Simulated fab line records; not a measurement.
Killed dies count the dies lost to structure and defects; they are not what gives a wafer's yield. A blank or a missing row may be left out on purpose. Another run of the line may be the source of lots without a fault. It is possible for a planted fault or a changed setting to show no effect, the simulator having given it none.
What tool caused it?    flow berkeley_cmos170    7 lots, 21 wafers sampled, at 1 step of a route of 331

## WHAT THE GAUGES SHOWED, per wafer
UCB170_M1_CD_MEAS_09: target cd 700 nm.
lot   measured      on         cd_nm (nm)
L868  day 9 16:38   cd_sem-01  701.5 701.4 699.9
L871  day 9 20:01   cd_sem-02  700.2 699.7 700.8
L876  day 10 15:47  cd_sem-02  698.3 698.1 698.0
L879  day 11 11:58  cd_sem-01  701.6 700.9 703.5
L883  day 12 09:17  cd_sem-01  701.0 698.7 699.6
L884  day 12 15:35  cd_sem-02  698.6 697.9 699.0
L887  day 14 13:11  cd_sem-01  699.9 699.6 698.9

## WHICH TOOL RAN EACH LOT (tool, then ch and the chambers of the sampled wafers, then the start)
The record shows no process step preceding these readings.

## THE ANSWER, worked out from the rows above alone
Rule: the lots themselves supply what counts as usual. Put in order of their means at a reading, lots are off if they are a third of the lots or fewer, leave a main group of 4 or more, and stand apart from it by a gap of 3 or more times the standard deviation of the main group's means; of several such gaps the widest counts. A main group whose means are all the same, to the digits that the tables above print for the reading, isn't used. Also off: a lot with no number at a reading for which 4 or more lots have one. The other lots that the step has rows for count as sound.
None of the lots is off at any reading shown; this tells nothing.

## WHAT THE SIMULATOR HAD PUT IN
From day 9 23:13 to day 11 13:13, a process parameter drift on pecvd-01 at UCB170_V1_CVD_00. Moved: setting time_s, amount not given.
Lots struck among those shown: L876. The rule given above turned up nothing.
